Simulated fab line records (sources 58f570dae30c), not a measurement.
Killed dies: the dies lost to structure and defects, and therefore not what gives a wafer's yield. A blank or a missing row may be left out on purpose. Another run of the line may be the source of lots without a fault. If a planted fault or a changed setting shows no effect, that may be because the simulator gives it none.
Which tool is to blame? || flow berkeley-cmos170 || Sampling: 14 lots, 42 wafers, 3 of 331 route steps

== WHAT THE GAUGES SHOWED, per wafer ==
UCB170_M2_RS_MEAS_02: measures by four-point-probe. Usual: M2_AL_RS 0.0322 ohm/sq, standard deviation 0.00042.
{"lot": "L419", "measured": "day 8 11:53", "on": "film-metro-04", "M2_AL_RS (ohm/sq)": "0.0330 0.0329 0.0329", "flag": ""}
{"lot": "L418", "measured": "day 8 18:31", "on": "film-metro-04", "M2_AL_RS (ohm/sq)": "0.0319 0.0318 0.0322", "flag": ""}
{"lot": "L421", "measured": "day 9 14:04", "on": "film-metro-02", "M2_AL_RS (ohm/sq)": "0.0322 0.0321 0.0323", "flag": ""}
{"lot": "L424", "measured": "day 9 15:23", "on": "film-metro-03", "M2_AL_RS (ohm/sq)": "0.0315 0.0319 0.0324", "flag": ""}
{"lot": "L423", "measured": "day 9 15:38", "on": "film-metro-02", "M2_AL_RS (ohm/sq)": "0.0319 0.0322 0.0320", "flag": ""}
{"lot": "L428", "measured": "day 10 14:47", "on": "film-metro-03", "M2_AL_RS (ohm/sq)": "0.0322 0.0318 0.0320", "flag": ""}
{"lot": "L427", "measured": "day 10 15:33", "on": "film-metro-04", "M2_AL_RS (ohm/sq)": "0.0325 0.0334 0.0326", "flag": ""}
{"lot": "L426", "measured": "day 10 15:08", "on": "film-metro-04", "M2_AL_RS (ohm/sq)": "0.0313 0.0318 0.0324", "flag": ""}
{"lot": "L425", "measured": "day 10 16:05", "on": "film-metro-02", "M2_AL_RS (ohm/sq)": "0.0318 0.0325 0.0316", "flag": ""}
{"lot": "L429", "measured": "day 10 17:28", "on": "film-metro-03", "M2_AL_RS (ohm/sq)": "0.0324 0.0321 0.0319", "flag": ""}
{"lot": "L433", "measured": "day 11 12:11", "on": "film-metro-04", "M2_AL_RS (ohm/sq)": "0.0327 0.0332 0.0323", "flag": ""}
{"lot": "L438", "measured": "day 13 09:40", "on": "film-metro-03", "M2_AL_RS (ohm/sq)": "0.0322 0.0324 0.0321", "flag": ""}
{"lot": "L436", "measured": "day 13 12:24", "on": "film-metro-02", "M2_AL_RS (ohm/sq)": "0.0324 0.0315 0.0327", "flag": ""}
{"lot": "L440", "measured": "day 14 04:18", "on": "film-metro-04", "M2_AL_RS (ohm/sq)": "0.0321 0.0322 0.0328", "flag": ""}

UCB170_V2_CD_MEAS_90 targets a cd of 700 nm. Usual: cd-nm reads 699.8 nm (standard deviation 1.5).
{"lot": "L419", "measured": "day 8 17:43", "on": "cd-sem-01", "cd-nm (nm)": "701.7 699.3 701.2", "flag": ""}
{"lot": "L418", "measured": "day 9 00:47", "on": "cd-sem-01", "cd-nm (nm)": "699.5 700.1 699.3", "flag": ""}
{"lot": "L421", "measured": "day 9 19:13", "on": "cd-sem-02", "cd-nm (nm)": "696.9 697.7 697.6", "flag": ""}
{"lot": "L424", "measured": "day 9 21:12", "on": "cd-sem-01", "cd-nm (nm)": "700.8 699.5 699.0", "flag": ""}
{"lot": "L423", "measured": "day 9 21:46", "on": "cd-sem-01", "cd-nm (nm)": "701.1 700.5 701.6", "flag": ""}
{"lot": "L428", "measured": "day 10 20:22", "on": "cd-sem-02", "cd-nm (nm)": "699.9 701.1 698.3", "flag": ""}
{"lot": "L427", "measured": "day 10 22:26", "on": "cd-sem-01", "cd-nm (nm)": "699.6 699.2 698.2", "flag": ""}
{"lot": "L426", "measured": "day 10 20:49", "on": "cd-sem-02", "cd-nm (nm)": "700.1 701.2 699.2", "flag": ""}
{"lot": "L425", "measured": "day 10 22:58", "on": "cd-sem-02", "cd-nm (nm)": "696.6 698.7 696.4", "flag": ""}
{"lot": "L429", "measured": "day 10 23:53", "on": "cd-sem-02", "cd-nm (nm)": "700.4 699.8 701.1", "flag": ""}
{"lot": "L433", "measured": "day 11 18:20", "on": "cd-sem-01", "cd-nm (nm)": "701.3 701.4 700.7", "flag": ""}
{"lot": "L438", "measured": "day 13 17:49", "on": "cd-sem-02", "cd-nm (nm)": "700.1 699.8 699.0", "flag": ""}
{"lot": "L436", "measured": "day 13 21:10", "on": "cd-sem-01", "cd-nm (nm)": "697.4 698.7 697.3", "flag": ""}
{"lot": "L440", "measured": "day 14 10:06", "on": "cd-sem-02", "cd-nm (nm)": "701.1 702.6 701.7", "flag": ""}

== TOOL THAT RAN EACH LOT (tool first, then ch and the chambers of the sampled wafers, then the start) ==
{"lot": "L419", "UCB170_M1_ETCH_11": "rie-diel-02 ch 0,3, day 8 07:10"}
{"lot": "L418", "UCB170_M1_ETCH_11": "rie-diel-01 ch 1,3, day 8 07:29"}
{"lot": "L421", "UCB170_M1_ETCH_11": "rie-diel-02 ch 0,1, day 9 09:46"}
{"lot": "L424", "UCB170_M1_ETCH_11": "rie-diel-04 ch 0,1,3, day 9 10:44"}
{"lot": "L423", "UCB170_M1_ETCH_11": "rie-diel-02 ch 0,2,3, day 9 10:59"}
{"lot": "L428", "UCB170_M1_ETCH_11": "rie-diel-01 ch 2,3, day 10 07:44"}
{"lot": "L427", "UCB170_M1_ETCH_11": "rie-diel-02 ch 0,3, day 10 08:17"}
{"lot": "L426", "UCB170_M1_ETCH_11": "rie-diel-01 ch 0,2, day 10 08:31"}
{"lot": "L425", "UCB170_M1_ETCH_11": "rie-diel-01 ch 0,2, day 10 11:34"}
{"lot": "L429", "UCB170_M1_ETCH_11": "rie-diel-04 ch 2,3, day 10 11:48"}
{"lot": "L433", "UCB170_M1_ETCH_11": "rie-diel-01 ch 0,1,2, day 11 06:28"}
{"lot": "L438", "UCB170_M1_ETCH_11": "rie-diel-02 ch 2,3, day 13 03:50"}
{"lot": "L436", "UCB170_M1_ETCH_11": "rie-diel-02 ch 1,2,3, day 13 04:40"}
{"lot": "L440", "UCB170_M1_ETCH_11": "rie-diel-04 ch 0,2,3, day 13 22:39"}
- UCB170_M1_ETCH_11: etches BARC in N2/H2.

== WHAT THE TOOLS THEMSELVES READ (means of the sampled wafers that have a number; where no wafer has one, the mark that the record gives instead) ==
UCB170_M1_ETCH_11. Usual: drypump-motor-current-A 5.7 A, standard deviation 0.51; oes-product-au 1.005 a.u., standard deviation 0.024; rf-fwd-power-W 494.3 W, standard deviation 2; throttle-valve-pct 13.25 %, standard deviation 0.17.
{"lot": "L419", "tool": "rie-diel-02", "drypump-motor-current-A (A)": 5.7, "oes-product-au (a.u.)": 0.983, "rf-fwd-power-W (W)": 493.4, "throttle-valve-pct (%)": 13.10, "flag": ""}
{"lot": "L418", "tool": "rie-diel-01", "drypump-motor-current-A (A)": 6.6, "oes-product-au (a.u.)": 0.993, "rf-fwd-power-W (W)": 493.7, "throttle-valve-pct (%)": 13.29, "flag": ""}
{"lot": "L421", "tool": "rie-diel-02", "drypump-motor-current-A (A)": 5.4, "oes-product-au (a.u.)": 0.990, "rf-fwd-power-W (W)": 492.9, "throttle-valve-pct (%)": 13.27, "flag": ""}
{"lot": "L424", "tool": "rie-diel-04", "drypump-motor-current-A (A)": 6.1, "oes-product-au (a.u.)": 1.023, "rf-fwd-power-W (W)": 495.0, "throttle-valve-pct (%)": 13.27, "flag": ""}
{"lot": "L423", "tool": "rie-diel-02", "drypump-motor-current-A (A)": 5.6, "oes-product-au (a.u.)": 1.010, "rf-fwd-power-W (W)": 493.4, "throttle-valve-pct (%)": 13.22, "flag": ""}
{"lot": "L428", "tool": "rie-diel-01", "drypump-motor-current-A (A)": 6.0, "oes-product-au (a.u.)": 1.001, "rf-fwd-power-W (W)": 492.1, "throttle-valve-pct (%)": 13.27, "flag": ""}
{"lot": "L427", "tool": "rie-diel-02", "drypump-motor-current-A (A)": 5.7, "oes-product-au (a.u.)": 0.992, "rf-fwd-power-W (W)": 495.5, "throttle-valve-pct (%)": 13.09, "flag": ""}
{"lot": "L426", "tool": "rie-diel-01", "drypump-motor-current-A (A)": 5.0, "oes-product-au (a.u.)": 1.012, "rf-fwd-power-W (W)": 493.4, "throttle-valve-pct (%)": 13.27, "flag": ""}
{"lot": "L425", "tool": "rie-diel-01", "drypump-motor-current-A (A)": 5.1, "oes-product-au (a.u.)": 1.016, "rf-fwd-power-W (W)": 495.0, "throttle-valve-pct (%)": 13.26, "flag": ""}
{"lot": "L429", "tool": "rie-diel-04", "drypump-motor-current-A (A)": 5.5, "oes-product-au (a.u.)": 1.011, "rf-fwd-power-W (W)": 495.7, "throttle-valve-pct (%)": 13.17, "flag": ""}
{"lot": "L433", "tool": "rie-diel-01", "drypump-motor-current-A (A)": 5.7, "oes-product-au (a.u.)": 1.006, "rf-fwd-power-W (W)": 494.9, "throttle-valve-pct (%)": 13.27, "flag": ""}
{"lot": "L438", "tool": "rie-diel-02", "drypump-motor-current-A (A)": 5.6, "oes-product-au (a.u.)": 0.995, "rf-fwd-power-W (W)": 493.1, "throttle-valve-pct (%)": 13.27, "flag": ""}
{"lot": "L436", "tool": "rie-diel-02", "drypump-motor-current-A (A)": 5.5, "oes-product-au (a.u.)": 1.001, "rf-fwd-power-W (W)": 492.9, "throttle-valve-pct (%)": 13.39, "flag": ""}
{"lot": "L440", "tool": "rie-diel-04", "drypump-motor-current-A (A)": 5.7, "oes-product-au (a.u.)": 1.012, "rf-fwd-power-W (W)": 496.6, "throttle-valve-pct (%)": 13.19, "flag": ""}

== THE ANSWER, worked out from the rows above alone ==
Rule: a lot is off if the mean of its wafers that have a number lies more than 3 standard deviations from the usual mean. A lot without any number at a reading at which 4 lots or more have one is off too. Any other lot the step has rows for is counted as sound. After the gauges, taken in route order, come the tools' own readings; for these a lot's mean is taken, as printed above. At the first step where some lot is off, the reading lying furthest off is the one used; lots without a number count as furthest.
Nothing can be told from this: no lot is off at any reading shown.

== WHAT WAS PUT IN BY THE SIMULATOR ==
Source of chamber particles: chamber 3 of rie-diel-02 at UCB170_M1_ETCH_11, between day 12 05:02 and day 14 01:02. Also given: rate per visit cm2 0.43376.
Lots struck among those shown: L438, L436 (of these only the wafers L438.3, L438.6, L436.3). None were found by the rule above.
